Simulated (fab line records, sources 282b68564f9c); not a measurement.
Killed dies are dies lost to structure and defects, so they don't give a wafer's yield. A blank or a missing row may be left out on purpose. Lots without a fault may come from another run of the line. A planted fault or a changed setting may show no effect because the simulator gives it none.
A struck lot beside a sound one | flow rit_cmos | 20 steps out of a route of 202
Sound: wafers L772.1, L772.3, L772.4. Struck: wafers L785.2, L785.4, L785.5. The cause comes at the end.
At each step with rows: each side's tool, then ch and its chambers, then its first start. Under that, the readings that differ: sound wafers | struck wafers | difference of the means | sigmas: that difference in standard deviations of wafers without a fault.
alike: readings whose means differ by less than 2 such deviations, and words and numbers that are the same on both sides. not compared: withheld readings, readings that some wafer has no value for, bounds like >300 that may hide the same value, and numbers for which the record gives no deviation and whose values overlap.
The two part at a step that has a row with sigmas, a row that says differs or no value, or rows on one side only. Numbers that don't overlap but have no deviation are shown without sigmas and don't part them. A reading that every wafer of one side lacks parts them only if that side has two wafers or more.

first, 2 steps without rows for these wafers: RIT_NWELL_HARDBAKE_07 (time 120 s); RIT_NWELL_IMPLANT_08.
RIT_NWELL_STRIP_09: strips in O2, time 180 s.
  sound on plasma_asher-04 ch 0,1, day 3 09:01; struck on plasma_asher-01 ch 0,1, day 5 21:35
  alike: drypump_motor_current_A
  not compared: rf_hours_counter_h
RIT_NWELL_TW_MEAS_10:
  sound on film_metro-04, day 3 09:11; struck on film_metro-03, day 5 21:46
  alike: NWELL_TW
then, 6 steps without rows for these wafers: RIT_PWELL_HMDS_00 (prime time 60 s); RIT_PWELL_COAT_01 (resist thk 1300 nm); RIT_PWELL_SOFTBAKE_02 (time 60 s); RIT_PWELL_EXPOSE_03 (exposes mask M3, target cd 43700 nm); RIT_PWELL_PEB_04; RIT_PWELL_DEVELOP_05 (develop time 68 s).
RIT_PWELL_OVL_MEAS_06:
  sound on overlay-02, day 3 10:08; struck on overlay-02, day 5 22:56
  alike: PWELL_OVL
then, 1 step without rows for these wafers: RIT_PWELL_HARDBAKE_07 (time 120 s).
RIT_PWELL_IMPLANT_08:
  sound on implanter-03 ch 0, day 3 10:25; struck on implanter-03 ch 0, day 5 23:34
  alike: end_station_pressure_torr
RIT_PWELL_STRIP_09: strips in O2, time 180 s.
  sound on plasma_asher-04 ch 0,1, day 3 10:34; struck on plasma_asher-03 ch 0,1, day 5 23:41
  alike: drypump_motor_current_A
  not compared: rf_hours_counter_h
RIT_PWELL_TW_MEAS_10:
  sound on film_metro-01, day 3 10:44; struck on film_metro-01, day 5 23:52
  reading  | sound       | struck         | difference | sigmas
  PWELL_TW | 934 944 942 | 1175 1179 1172 | +235       | +36
then, 1 step without rows for these wafers: RIT_WELLDRIVE_ANNEAL_00 (time 14700 s).
RIT_WELLDRIVE_RS_MEAS_01: measures by four-point-probe.
  sound on film_metro-01, day 3 17:17; struck on film_metro-01, day 6 05:22
  alike: NWELL_RS
RIT_WELLDRIVE_RS_MEAS_02: measures by four-point-probe.
  sound on film_metro-01, day 3 17:25; struck on film_metro-01, day 6 05:29
  reading           | sound             | struck            | difference | sigmas
  PWELL_RS (ohm/sq) | 432.3 432.4 432.7 | 281.9 283.0 281.9 | -150.2     | -99 or more
then, 2 steps without rows for these wafers: RIT_NRETRO_HMDS_00 (prime time 60 s); RIT_M1_PROBE_99.

WHERE THEY PART
First at RIT_PWELL_TW_MEAS_10; last, within this record, at RIT_WELLDRIVE_RS_MEAS_02.

WHY: what the simulator had put in
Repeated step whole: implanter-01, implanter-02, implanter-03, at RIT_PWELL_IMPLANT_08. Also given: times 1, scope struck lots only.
